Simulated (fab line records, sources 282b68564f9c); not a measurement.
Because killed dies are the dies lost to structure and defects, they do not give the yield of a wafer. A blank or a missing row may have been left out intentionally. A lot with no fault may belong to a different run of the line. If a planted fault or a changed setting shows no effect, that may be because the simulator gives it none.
Which of the tools did it? / flow rit_cmos / 21 wafers from 7 lots sampled at 2 of the route's 202 steps

WHAT THE GAUGES SHOWED, per wafer
RIT_M1_OVL_MEAS_10.
lot=L619; measured=day 3 15:53; on=overlay-01; M1_OVL (nm)=0.1 0.6 -2.5
lot=L621; measured=day 3 22:07; on=overlay-01; M1_OVL (nm)=1.0 0.7 0.5
lot=L626; measured=day 5 03:05; on=overlay-02; M1_OVL (nm)=-1.8 -2.2 -2.1
lot=L630; measured=day 5 23:31; on=overlay-01; M1_OVL (nm)=4.3 4.3 3.5
lot=L635; measured=day 7 01:12; on=overlay-02; M1_OVL (nm)=4.4 3.7 4.0
lot=L637; measured=day 7 07:59; on=overlay-02; M1_OVL (nm)=1.6 -0.5 0.3
lot=L641; measured=day 8 06:01; on=overlay-02; M1_OVL (nm)=1.3 1.1 0.6

EACH LOT AND THE TOOL THAT RAN IT (in order: tool; ch and the chambers of the sampled wafers; start)
lot=L619; RIT_M1_EXPOSE_06=iline_stepper-02 ch 0, day 3 15:13
lot=L621; RIT_M1_EXPOSE_06=iline_stepper-02 ch 0, day 3 21:34
lot=L626; RIT_M1_EXPOSE_06=iline_stepper-02 ch 0, day 5 02:32
lot=L630; RIT_M1_EXPOSE_06=iline_stepper-01 ch 0, day 5 22:57
lot=L635; RIT_M1_EXPOSE_06=iline_stepper-01 ch 0, day 7 00:39
lot=L637; RIT_M1_EXPOSE_06=iline_stepper-01 ch 0, day 7 07:27
lot=L641; RIT_M1_EXPOSE_06=iline_stepper-01 ch 0, day 8 05:28
- RIT_M1_EXPOSE_06: exposes mask M12, target cd 2600 nm.

THE ANSWER, worked out from the rows above alone
Rule: the usual values come from the lots themselves. The widest of any qualifying gaps counts: lots, ordered by their means at a reading, are off when they make up no more than a third of the lots, leave a main group of 4 or more, and stand apart from it by 3 or more times the standard deviation of that group's means. Not used: any main group whose means are identical at the precision the tables above print for the reading. Also off: a lot with no number at a reading for which 4 or more lots have one. Any other lot the step has rows for is counted as sound.
No lot is off on any of the readings shown, so nothing can be concluded from this.

WHAT THE SIMULATOR HAD PUT IN
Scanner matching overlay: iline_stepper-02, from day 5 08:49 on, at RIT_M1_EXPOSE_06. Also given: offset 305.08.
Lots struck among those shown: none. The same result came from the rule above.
